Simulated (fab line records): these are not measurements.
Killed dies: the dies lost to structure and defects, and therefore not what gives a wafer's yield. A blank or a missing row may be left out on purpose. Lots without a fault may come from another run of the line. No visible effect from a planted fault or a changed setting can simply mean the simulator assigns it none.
A sampling plan put to the test ; flow berkeleyCmos170 ; each of the 7 faults these records tell of, on one fab line, judged from the records of the lots it struck
The line's own looks make up the plan; these are the steps of the route where a gauge or inspection reads the wafer and leaves it unchanged. Where struck wafers have a number at a look and the file lists that look's usual mean and standard deviation on fault-free wafers, the look can be judged. Caught: a look later than the fault's first step finds the struck wafers' mean 4 or more of those standard deviations (sigma) from the usual mean. On the tool: the same test on the tool's own readings at the fault's steps. Also counted as caught: the struck wafers showing another recipe, or a record that is empty for them alone.

THE FAULTS, as the simulator had put them in
1. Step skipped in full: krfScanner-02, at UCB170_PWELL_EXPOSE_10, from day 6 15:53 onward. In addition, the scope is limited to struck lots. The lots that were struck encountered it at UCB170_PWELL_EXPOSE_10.
2. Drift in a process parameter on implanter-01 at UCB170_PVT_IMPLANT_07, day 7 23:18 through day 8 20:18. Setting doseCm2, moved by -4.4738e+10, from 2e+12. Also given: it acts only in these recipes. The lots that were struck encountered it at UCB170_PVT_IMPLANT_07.
3. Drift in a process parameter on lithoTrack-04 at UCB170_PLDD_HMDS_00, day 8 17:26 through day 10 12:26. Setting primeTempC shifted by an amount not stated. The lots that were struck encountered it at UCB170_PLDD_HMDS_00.
4. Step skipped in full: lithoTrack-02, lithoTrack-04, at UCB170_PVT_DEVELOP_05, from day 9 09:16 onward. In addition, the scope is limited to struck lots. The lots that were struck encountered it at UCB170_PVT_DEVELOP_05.
5. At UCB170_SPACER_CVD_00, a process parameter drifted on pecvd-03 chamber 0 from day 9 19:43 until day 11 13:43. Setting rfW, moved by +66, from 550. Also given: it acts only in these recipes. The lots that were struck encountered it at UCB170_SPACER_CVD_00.
6. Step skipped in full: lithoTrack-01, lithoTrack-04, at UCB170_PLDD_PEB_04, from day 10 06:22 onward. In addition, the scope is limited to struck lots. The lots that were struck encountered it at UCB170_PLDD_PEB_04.
7. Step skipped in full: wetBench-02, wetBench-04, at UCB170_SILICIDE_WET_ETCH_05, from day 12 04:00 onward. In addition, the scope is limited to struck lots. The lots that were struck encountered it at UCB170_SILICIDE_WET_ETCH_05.

WHAT THE PLAN SAW
fault;on the tool itself;first look that catches it;reading, sigma;median hours from its first step to that look;hours from the fault's start to the first struck lot there;judged looks passed uncaught
1;no reading that can be judged;not the one look that can be judged after it;-;-;-;1
2;doseIonsCm2 -16 sigma;no look after it can be judged;-;-;-;0
3;primeTempC -5.2 sigma;no look after it can be judged;-;-;-;0
4;the tool's record is blank for the struck wafers;no look after it can be judged;-;-;-;0
5;rfFwdPowerW +25 sigma;no look after it can be judged;-;-;-;0
6;the tool's record is blank for the struck wafers;not the one look that can be judged after it;-;-;-;1
7;the tool's record is blank for the struck wafers;not the one look that can be judged after it;-;-;-;1
A dash: the fault is not caught, or the number is missing from these records.

Caught at a look: 0 of 7. Caught on the tool: 6 of 7. By one or the other: 6 of 7.
Faults 2, 3, 4, 5, 6, 7 were caught on the tool alone.
Caught by neither: fault 1.
